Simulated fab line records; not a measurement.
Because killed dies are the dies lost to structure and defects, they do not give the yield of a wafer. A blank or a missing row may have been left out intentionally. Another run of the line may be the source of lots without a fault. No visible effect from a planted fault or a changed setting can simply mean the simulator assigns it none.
A lot that was struck, set against a sound lot / flow berkeleyCmos170 / 15 out of 331 route steps
Sound: the wafers L779.2, L779.4, L779.5. The struck wafers were L780.4, L780.5, L780.6. The cause comes at the end.
Order at every step that has rows: each side's tool, ch and its chambers, its first start. Under that, the readings that differ: sound wafers / struck wafers / difference of the means / sigmas: that difference in standard deviations of wafers without a fault.
alike: same words and numbers on both sides, and readings whose means sit less than 2 such deviations apart. not compared: any withheld reading, any reading some wafer has no value for, any bound like >300 that may hide the same value, and any number with overlapping values for which the record gives no deviation.
The two part at a step that has a row with sigmas, a row that says differs or no value, or rows on one side only. When numbers do not overlap yet have no deviation, they are printed without sigmas and do not part them. A reading missing from all wafers of one side parts the sides only when that side holds two or more wafers.

UCB170_M2_ETCH_17: etches BARC in N2/H2.
  sound on rieDiel-03 ch 2,3, day 10 21:14; struck on rieDiel-02 ch 0,2,3, day 11 01:02
  alike: drypumpMotorCurrentA, n2FlowSccm, oesProductAu, throttleValvePct
UCB170_M2_METAL_ETCH_18: etches Al in Cl2/BCl3, stops on SiO2, target depth 1170 nm, time 195 s.
  sound on rieMetal-04 ch 0,1, day 10 21:17; struck on rieMetal-01 ch 0,1, day 11 01:07
  alike: bcl3FlowSccm, drypumpMotorCurrentA, oesProductAu, throttleValvePct
  not compared: rfHoursCounterH
UCB170_M2_STRIP_19: strips in O2.
  sound on plasmaAsher-03 ch 0,1, day 10 21:28; struck on plasmaAsher-03 ch 0,1, day 11 01:16
  alike: drypumpMotorCurrentA, oesProductAu
  not compared: rfHoursCounterH
UCB170_M2_CD_MEAS_90: target cd 700 nm.
  struck on cdSem-01, day 11 01:24; sound on cdSem-02, day 10 21:35
  alike: cdNm
UCB170_V2_CVD_00: deposits SiO2 from TEOS/O2, target thk 2000 nm, time 250 s.
  sound on pecvd-01 ch 0,1,2, day 10 21:41; struck on pecvd-01 ch 0,1,2, day 11 01:32
  alike: heaterPowerW
UCB170_V2_THK_MEAS_01:
  struck on filmMetro-02, day 11 01:38; sound on filmMetro-01, day 10 21:52
  alike: V2_TEOS_THK
UCB170_V2_CMP_02: polishes SiO2.
  sound on cmp-02 ch 0,2,3, day 10 22:01; struck on cmp-02 ch 0,2,3, day 11 01:49
  alike: motorCurrentA, platenRpm, retainingRingPressureFrac
UCB170_V2_BOW_MEAS_03:
  struck on filmMetro-01, day 11 02:02; sound on filmMetro-01, day 10 22:14
  alike: V2_BOW
UCB170_V2_THK_MEAS_04:
  struck on filmMetro-01, day 11 02:07; sound on filmMetro-01, day 10 22:20
  alike: V2_POLISHED_THK
then, 3 steps without rows for these wafers: UCB170_V2_CLEAN_05 (cleans in DIW); UCB170_V2_HMDS_06 (prime time 60 s); UCB170_V2_COAT_07 (resist thk 900 nm).
UCB170_V2_SOFTBAKE_08: time 60 s.
  sound on lithoTrack-01 ch 0, day 10 22:53; struck on lithoTrack-03 ch 0, day 11 05:08
reading=heaterPowerTotalW (W); sound=56.79 56.91 56.79; struck=61.30 61.24 61.34; difference=+4.46; sigmas=+88
reading=runLengthS (s); sound=89.20 89.25 89.24; struck=74.86 74.95 74.84; difference=-14.35; sigmas=-96
then, 1 step without rows for these wafers: UCB170_V2_EXPOSE_09 (exposes mask VIA2, target cd 700 nm).
UCB170_M3_PROBE_99:
  rows exist in the record for the sound wafers here (prober-02, day 11 03:16), none for the struck ones

WHERE THEY PART
First at UCB170_V2_SOFTBAKE_08; last, within this record, at UCB170_M3_PROBE_99.

WHY: whatever the simulator had introduced
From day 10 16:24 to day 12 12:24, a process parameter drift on lithoTrack-03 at UCB170_V2_SOFTBAKE_08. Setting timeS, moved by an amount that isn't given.
